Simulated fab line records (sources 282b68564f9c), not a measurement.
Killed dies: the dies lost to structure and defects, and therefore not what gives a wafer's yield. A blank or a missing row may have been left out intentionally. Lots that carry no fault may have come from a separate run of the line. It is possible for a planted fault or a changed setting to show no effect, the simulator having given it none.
What tool caused it? || flow rit cmos || Sampling: 14 lots, 42 wafers, 2 of 202 route steps

WHAT THE GAUGES SHOWED, per wafer
No reading from a measuring or inspecting step in the record can be judged against a usual standard deviation.

EACH LOT AND THE TOOL THAT RAN IT (in order: tool; ch and the chambers of the sampled wafers; start)
{"lot": "L363", "RIT_CONTACT_STRIP_12": "plasma asher-02 ch 0,1, day 3 13:28", "RIT_M1_PROBE_99": "-"}
{"lot": "L364", "RIT_CONTACT_STRIP_12": "plasma asher-04 ch 0,1, day 3 16:16", "RIT_M1_PROBE_99": "-"}
{"lot": "L365", "RIT_CONTACT_STRIP_12": "plasma asher-01 ch 0,1, day 3 19:35", "RIT_M1_PROBE_99": "-"}
{"lot": "L367", "RIT_CONTACT_STRIP_12": "plasma asher-04 ch 0,1, day 4 05:58", "RIT_M1_PROBE_99": "-"}
{"lot": "L368", "RIT_CONTACT_STRIP_12": "plasma asher-01 ch 0,1, day 4 12:50", "RIT_M1_PROBE_99": "-"}
{"lot": "L369", "RIT_CONTACT_STRIP_12": "plasma asher-04 ch 0,1, day 4 22:04", "RIT_M1_PROBE_99": "-"}
{"lot": "L370", "RIT_CONTACT_STRIP_12": "plasma asher-04 ch 0,1, day 5 01:06", "RIT_M1_PROBE_99": "-"}
{"lot": "L371", "RIT_CONTACT_STRIP_12": "plasma asher-01 ch 0,1, day 5 06:12", "RIT_M1_PROBE_99": "-"}
{"lot": "L373", "RIT_CONTACT_STRIP_12": "plasma asher-01 ch 0,1, day 5 14:12", "RIT_M1_PROBE_99": "-"}
{"lot": "L374", "RIT_CONTACT_STRIP_12": "plasma asher-01 ch 0,1, day 5 17:08", "RIT_M1_PROBE_99": "prober-01, day 5 21:58"}
{"lot": "L376", "RIT_CONTACT_STRIP_12": "plasma asher-01 ch 0,1, day 6 01:44", "RIT_M1_PROBE_99": "prober-01, day 6 06:26"}
{"lot": "L378", "RIT_CONTACT_STRIP_12": "plasma asher-04 ch 0,1, day 6 11:24", "RIT_M1_PROBE_99": "-"}
{"lot": "L384", "RIT_CONTACT_STRIP_12": "plasma asher-01 ch 0,1, day 7 17:55", "RIT_M1_PROBE_99": "prober-01, day 7 22:34"}
{"lot": "L385", "RIT_CONTACT_STRIP_12": "plasma asher-01 ch 0,1, day 7 22:53", "RIT_M1_PROBE_99": "prober-02, day 8 03:36"}
- RIT_CONTACT_STRIP_12: strips in O2, time 180 s.
- RIT_M1_PROBE_99

AS READ BY THE TOOLS THEMSELVES (means over the sampled wafers that have a number; for cases with no such wafer, the mark the record gives instead)
RIT_CONTACT_STRIP_12. Usual: drypump motor current A at 5.4 A, with a standard deviation of 0.49.
{"lot": "L363", "tool": "plasma asher-02", "drypump motor current A (A)": 5.6, "flag": ""}
{"lot": "L364", "tool": "plasma asher-04", "drypump motor current A (A)": 5.5, "flag": ""}
{"lot": "L365", "tool": "plasma asher-01", "drypump motor current A (A)": 5.7, "flag": ""}
{"lot": "L367", "tool": "plasma asher-04", "drypump motor current A (A)": 5.3, "flag": ""}
{"lot": "L368", "tool": "plasma asher-01", "drypump motor current A (A)": 5.7, "flag": ""}
{"lot": "L369", "tool": "plasma asher-04", "drypump motor current A (A)": 5.5, "flag": ""}
{"lot": "L370", "tool": "plasma asher-04", "drypump motor current A (A)": 5.5, "flag": ""}
{"lot": "L371", "tool": "plasma asher-01", "drypump motor current A (A)": 5.7, "flag": ""}
{"lot": "L373", "tool": "plasma asher-01", "drypump motor current A (A)": 5.7, "flag": ""}
{"lot": "L374", "tool": "plasma asher-01", "drypump motor current A (A)": 5.2, "flag": ""}
{"lot": "L376", "tool": "plasma asher-01", "drypump motor current A (A)": 5.7, "flag": ""}
{"lot": "L378", "tool": "plasma asher-04", "drypump motor current A (A)": 5.3, "flag": ""}
{"lot": "L384", "tool": "plasma asher-01", "drypump motor current A (A)": 5.7, "flag": ""}
{"lot": "L385", "tool": "plasma asher-01", "drypump motor current A (A)": 5.3, "flag": ""}

RIT_M1_PROBE_99. Usual: killed_at_M0_to_M3 is 0.0 with standard deviation 0.14, killed at contacts is 0.0 with standard deviation 0.22, killed at front end is 6.9 with standard deviation 3, killed dies is 6.9 with standard deviation 3, killed on rim is 1.9 with standard deviation 1.5, killed open is 3.5 with standard deviation 2, and killed short is 3.4 with standard deviation 2.1.
{"lot": "L374", "tool": "prober-01", "killed_at_M0_to_M3": 0.0, "killed at contacts": 0.0, "killed at front end": 6.3, "killed dies": 6.3, "killed on rim": 1.3, "killed open": 3.0, "killed short": 3.3, "flag": ""}
{"lot": "L376", "tool": "prober-01", "killed_at_M0_to_M3": 0.0, "killed at contacts": 0.0, "killed at front end": 6.7, "killed dies": 6.7, "killed on rim": 2.7, "killed open": 3.7, "killed short": 3.0, "flag": ""}
{"lot": "L384", "tool": "prober-01", "killed_at_M0_to_M3": 0.0, "killed at contacts": 10.3, "killed at front end": 5.3, "killed dies": 15.7, "killed on rim": 8.3, "killed open": 1.0, "killed short": 4.3, "flag": "OFF"}
{"lot": "L385", "tool": "prober-02", "killed_at_M0_to_M3": 0.0, "killed at contacts": 4.7, "killed at front end": 3.3, "killed dies": 8.0, "killed on rim": 3.3, "killed open": 2.0, "killed short": 1.3, "flag": "OFF"}

THE ANSWER, worked out from the rows above alone
Rule: a lot is off if the mean of its wafers that have a number lies more than 3 standard deviations from the usual mean. Also off: a lot with no number at a reading for which 4 or more lots have one. All remaining lots with rows at the step are treated as sound. After the gauges, taken in route order, come the tools' own readings; for these a lot's mean is taken, as printed above. At the first step where some lot is off, the reading lying furthest off is the one used; lots without a number count as furthest.
Off at RIT_M1_PROBE_99 (killed at contacts): L384, L385. Neither off nor sound, because the step has no rows for them: L363, L364, L365, L367, L368, L369, L370, L371, L373, L378.
A tool fits if, at that step or a process step before it, it ran every lot that is off, and no sound lot after the first of them. One candidate fits, namely plasma asher-01 at RIT_CONTACT_STRIP_12. Its last sound lot is L376 (day 6 01:44), its first lot that is off L384 (day 7 17:55): a fault that began between those two fits.

WHAT THE SIMULATOR PUT IN
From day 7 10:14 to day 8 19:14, plasma asher-01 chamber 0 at RIT_CONTACT_STRIP_12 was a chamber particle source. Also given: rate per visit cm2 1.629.
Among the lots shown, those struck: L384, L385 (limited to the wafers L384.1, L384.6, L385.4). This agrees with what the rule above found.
